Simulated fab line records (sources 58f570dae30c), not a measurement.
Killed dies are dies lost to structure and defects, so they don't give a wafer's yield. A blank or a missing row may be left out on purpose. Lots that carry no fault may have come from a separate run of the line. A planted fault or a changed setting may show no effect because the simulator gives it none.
Commonality check across tools -- flow berkeley_cmos170 -- 15 lots and 45 wafers in the sample

## WHY IT WAS OPENED
UCB170_NSD_TW_MEAS_10, reading NSD_TW: flagged on 3 of 15 lots. Fault-free wafers read 4179, with a standard deviation of 30.
Rule: flag the lot when none of its wafers has a number, or when each of its wafers that has one lies beyond 4 standard deviations from that mean. The rest of the lots are taken to be sound.

lot,measured,on,"NSD_TW, wafer by wafer",flag
L766,day 7 20:17,film_metro-01,4149 4153 4124,
L768,day 8 11:51,film_metro-01,4190 4200 4187,
L767,day 8 12:17,film_metro-01,4182 4162 4197,
L770,day 9 04:45,film_metro-02,4192 4196 4185,
L771,day 9 05:25,film_metro-01,4157 4187 4166,
L772,day 9 05:38,film_metro-02,4173 4189 4148,
L775,day 9 22:14,film_metro-03,4219 4233 4219,
L778,day 10 07:37,film_metro-03,4240 4233 4229,
L776,day 10 07:59,film_metro-01,4148 4160 4164,
L780,day 10 22:03,film_metro-02,4165 4158 4158,
L779,day 10 22:19,film_metro-02,30 30 30,FLAGGED
L783,day 11 17:01,film_metro-01,30 30 30,FLAGGED
L785,day 11 17:19,film_metro-02,30 30 30,FLAGGED
L782,day 11 17:52,film_metro-02,4147 4164 4152,
L781,day 11 18:07,film_metro-01,4160 4119 4156,
The numbers of the flagged lots are 30 on average: -4149 against the usual, or -99 or more standard deviations.

## TOOL THAT RAN EACH LOT
Before the reading, the record contains 3 process steps out of a 331-step route. Cell contents, in order: the tool; ch with the chambers the sampled wafers went through; the start.
lot,flag,UCB170_NVT_STRIP_08,UCB170_PSD_STRIP_09,UCB170_NSD_STRIP_09
L766,,"plasma_asher-01 ch 0,1, day 6 12:08","plasma_asher-04 ch 0,1, day 7 17:53","plasma_asher-02 ch 0,1, day 7 20:10"
L768,,"plasma_asher-02 ch 0,1, day 7 03:27","plasma_asher-04 ch 0,1, day 8 07:25","plasma_asher-04 ch 0,1, day 8 11:45"
L767,,"plasma_asher-03 ch 0,1, day 7 03:13","plasma_asher-02 ch 0,1, day 8 07:39","plasma_asher-03 ch 0,1, day 8 12:10"
L770,,"plasma_asher-01 ch 0,1, day 7 12:37","plasma_asher-01 ch 1, day 9 02:39","plasma_asher-04 ch 0,1, day 9 04:38"
L771,,"plasma_asher-02 ch 0,1, day 7 21:38","plasma_asher-04 ch 0,1, day 9 03:07","plasma_asher-03 ch 0,1, day 9 05:19"
L772,,"plasma_asher-03 ch 0,1, day 7 21:49","plasma_asher-02 ch 0,1, day 9 03:29","plasma_asher-02 ch 1, day 9 05:32"
L775,,"plasma_asher-01 ch 0,1, day 8 08:16","plasma_asher-04 ch 0,1, day 9 20:18","plasma_asher-03 ch 0,1, day 9 22:08"
L778,,"plasma_asher-01 ch 0,1, day 8 23:43","plasma_asher-01 ch 0,1, day 10 04:33","plasma_asher-04 ch 0,1, day 10 07:30"
L776,,"plasma_asher-03 ch 0,1, day 8 23:13","plasma_asher-01 ch 0,1, day 10 04:55","plasma_asher-03 ch 0,1, day 10 07:53"
L780,,"plasma_asher-01 ch 0,1, day 9 09:49","plasma_asher-04 ch 0,1, day 10 16:34","plasma_asher-02 ch 0,1, day 10 21:57"
L779,FLAGGED,"plasma_asher-03 ch 0,1, day 9 09:57","plasma_asher-02 ch 0,1, day 10 16:40","plasma_asher-02 ch 0,1, day 10 22:14"
L783,FLAGGED,"plasma_asher-03 ch 0, day 10 08:25","plasma_asher-04 ch 0, day 11 15:01","plasma_asher-04 ch 0, day 11 16:55"
L785,FLAGGED,"plasma_asher-01 ch 0,1, day 10 13:44","plasma_asher-01 ch 0,1, day 11 15:22","plasma_asher-03 ch 0,1, day 11 17:13"
L782,,"plasma_asher-02 ch 0,1, day 10 08:09","plasma_asher-04 ch 0,1, day 11 15:43","plasma_asher-04 ch 0,1, day 11 17:45"
L781,,"plasma_asher-01 ch 0,1, day 10 08:25","plasma_asher-01 ch 0,1, day 11 15:53","plasma_asher-03 ch 0,1, day 11 18:01"
What the steps here do:
- UCB170_NVT_STRIP_08: strips in O2.
- UCB170_PSD_STRIP_09: strips in O2.
- UCB170_NSD_STRIP_09: strips in O2.
- UCB170_NSD_TW_MEAS_10

## FLAGGED OVER TOTAL, TOOL BY TOOL (the gauges that took the reading come last)
step,tool,lots run,flagged,share of the flagged lots,sound lots run after its first flagged lot
UCB170_NVT_STRIP_08,plasma_asher-01,7,1,some,0
UCB170_NVT_STRIP_08,plasma_asher-02,3,0,none,-
UCB170_NVT_STRIP_08,plasma_asher-03,5,2,some,0
UCB170_PSD_STRIP_09,plasma_asher-01,5,1,some,1 (L781)
UCB170_PSD_STRIP_09,plasma_asher-02,3,1,some,0
UCB170_PSD_STRIP_09,plasma_asher-04,7,1,some,1 (L782)
UCB170_NSD_STRIP_09,plasma_asher-02,4,1,some,0
UCB170_NSD_STRIP_09,plasma_asher-03,6,1,some,1 (L781)
UCB170_NSD_STRIP_09,plasma_asher-04,5,1,some,1 (L782)
UCB170_NSD_TW_MEAS_10,film_metro-01,7,1,some,1 (L781)
UCB170_NSD_TW_MEAS_10,film_metro-02,6,2,some,1 (L782)
UCB170_NSD_TW_MEAS_10,film_metro-03,2,0,none,-

## WHAT THE TABLE PERMITS
No row of the table ran every flagged lot.

## WHAT THE SIMULATOR HAD PUT IN
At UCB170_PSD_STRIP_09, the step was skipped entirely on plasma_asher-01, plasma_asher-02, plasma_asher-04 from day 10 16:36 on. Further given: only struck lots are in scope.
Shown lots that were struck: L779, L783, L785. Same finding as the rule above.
